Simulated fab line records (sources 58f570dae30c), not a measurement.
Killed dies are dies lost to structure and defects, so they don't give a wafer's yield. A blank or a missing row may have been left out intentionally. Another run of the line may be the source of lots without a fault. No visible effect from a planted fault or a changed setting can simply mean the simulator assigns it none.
A lot that was struck, set against a sound lot    flow berkeley_cmos170    25 out of 331 route steps
Sound: the wafers L766.1, L766.3, L766.4. The struck wafers were L779.1, L779.3, L779.6. At the end, the cause is stated.
Order at every step that has rows: each side's tool, ch and its chambers, its first start. Under that, the readings that differ: sound wafers    struck wafers    difference of the means    sigmas: that difference in standard deviations of wafers without a fault.
alike: readings whose means differ by less than 2 such deviations, and words and numbers that are the same on both sides. not compared: withheld readings, readings that some wafer has no value for, bounds like >300 that may hide the same value, and numbers for which the record gives no deviation and whose values overlap.
A row with sigmas, a row that says differs or no value, or rows on one side alone: a step with any of these is where the two part. When numbers do not overlap yet have no deviation, they are printed without sigmas and do not part them. A reading missing from all wafers of one side parts the sides only when that side holds two or more wafers.

first, 1 step without rows for these wafers: UCB170_PSD_IMPLANT_08.
UCB170_PSD_STRIP_09: strips in O2.
  sound on plasma_asher-02 ch 0,1, day 8 01:10; struck on plasma_asher-02 ch 0,1, day 10 23:49
  alike: drypump_motor_current_A, oes_product_au, strip_time_to_endpoint_s
  not compared: rf_hours_counter_h
UCB170_PSD_TW_MEAS_10:
  struck on film_metro-03, day 10 23:55; sound on film_metro-03, day 8 01:16
  alike: PSD_TW
then, 7 steps without rows for these wafers: UCB170_PSD_CLEAN_11 (cleans in SPM, time 600 s); UCB170_NSD_HMDS_00 (prime time 60 s); UCB170_NSD_COAT_01 (resist thk 900 nm); UCB170_NSD_SOFTBAKE_02 (time 60 s); UCB170_NSD_EXPOSE_03 (exposes mask NSELECT MOD, target cd 1200 nm); UCB170_NSD_PEB_04; UCB170_NSD_DEVELOP_05 (develop time 45 s).
UCB170_NSD_CD_MEAS_06 targets a cd of 1200 nm.
  struck on cd_sem-01, day 11 01:26; sound on cd_sem-02, day 8 04:17
  alike: cd_nm
UCB170_NSD_OVL_MEAS_07:
  struck on overlay-01, day 11 01:34; sound on overlay-01, day 8 04:24
  alike: NSD_OVL
UCB170_NSD_IMPLANT_08:
  sound on implanter-04 ch 0, day 8 04:26; struck on implanter-01 ch 0, day 11 01:36
reading                           sound                       struck                         difference  sigmas
dose_ions_cm2                     3e+15 2.998e+15 2.998e+15   1.645e+15 1.645e+15 1.649e+15  -1.352e+15  -99 or more
end_station_pressure_torr (Torr)  1.33e-05 1.25e-05 1.24e-05  9.4e-06 8.6e-06 8.9e-06        -3.8e-06    -6
faraday_current_uA                9324 9323 9593              5408 5135 5269                 -4143       -22
UCB170_NSD_STRIP_09: strips in O2.
  sound on plasma_asher-02 ch 0,1, day 8 04:35; struck on plasma_asher-02 ch 0,1, day 11 01:45
reading                       sound              struck             difference  sigmas
oes_product_au (a.u.)         0.539 0.536 0.534  0.591 0.588 0.587  +0.052      +11
strip_time_to_endpoint_s (s)  35.75 35.73 35.69  30.45 30.35 30.43  -5.31       -65
  alike: drypump_motor_current_A
  not compared: rf_hours_counter_h
UCB170_NSD_TW_MEAS_10:
  struck on film_metro-02, day 11 02:05; sound on film_metro-04, day 8 04:41
reading  sound           struck          difference  sigmas
NSD_TW   4206 4193 4191  3961 3977 3962  -230        -4
  not compared: hold
then, 3 steps without rows for these wafers: UCB170_BACKSIDE_HMDS_00 (prime time 60 s); UCB170_BACKSIDE_COAT_01 (resist thk 900 nm); UCB170_BACKSIDE_SOFTBAKE_02 (time 60 s).
UCB170_BACKSIDE_STRIP_03: strips in O2.
  sound on plasma_asher-01 ch 0,1, day 8 05:37; struck on plasma_asher-03 ch 0,1, day 11 04:22
  alike: drypump_motor_current_A, oes_product_au, strip_time_to_endpoint_s
  not compared: rf_hours_counter_h
then, 1 step without rows for these wafers: UCB170_BACKSIDE_CLEAN_04 (cleans in SPM, time 600 s).
UCB170_SDANNEAL_RTA_00: time 10 s.
  sound on rtp_anneal-02 ch 0, day 8 05:53; struck on rtp_anneal-02 ch 0, day 11 04:39
  alike: lamp_power_pct, wafer_temp_C_max
UCB170_SDANNEAL_RTA_01: time 5 s.
  sound on rtp_anneal-02 ch 0, day 8 06:01; struck on rtp_anneal-02 ch 0, day 11 04:43
  alike: lamp_power_pct, wafer_temp_C_max
UCB170_SDANNEAL_RS_MEAS_02: the measuring method here is four-point-probe.
  struck on film_metro-04, day 11 04:47; sound on film_metro-04, day 8 06:08
  alike: PSD_RS
UCB170_SDANNEAL_RS_MEAS_03: the measuring method here is four-point-probe.
  struck on film_metro-04, day 11 05:11; sound on film_metro-04, day 8 06:16
reading          sound              struck             difference  sigmas
NSD_RS (ohm/sq)  37.41 37.41 37.32  53.61 54.01 53.90  +16.46      +99 or more
  not compared: hold
UCB170_M3_PROBE_99:
  the record has rows for the sound wafers here (prober-01, day 9 03:00) and none for the struck ones

## WHERE THEY PART
At UCB170_NSD_IMPLANT_08 first; at UCB170_M3_PROBE_99 last (within this record only).

WHY: whatever the simulator had introduced
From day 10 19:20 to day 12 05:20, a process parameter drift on implanter-01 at UCB170_NSD_IMPLANT_08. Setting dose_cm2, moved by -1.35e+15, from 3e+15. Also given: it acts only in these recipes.
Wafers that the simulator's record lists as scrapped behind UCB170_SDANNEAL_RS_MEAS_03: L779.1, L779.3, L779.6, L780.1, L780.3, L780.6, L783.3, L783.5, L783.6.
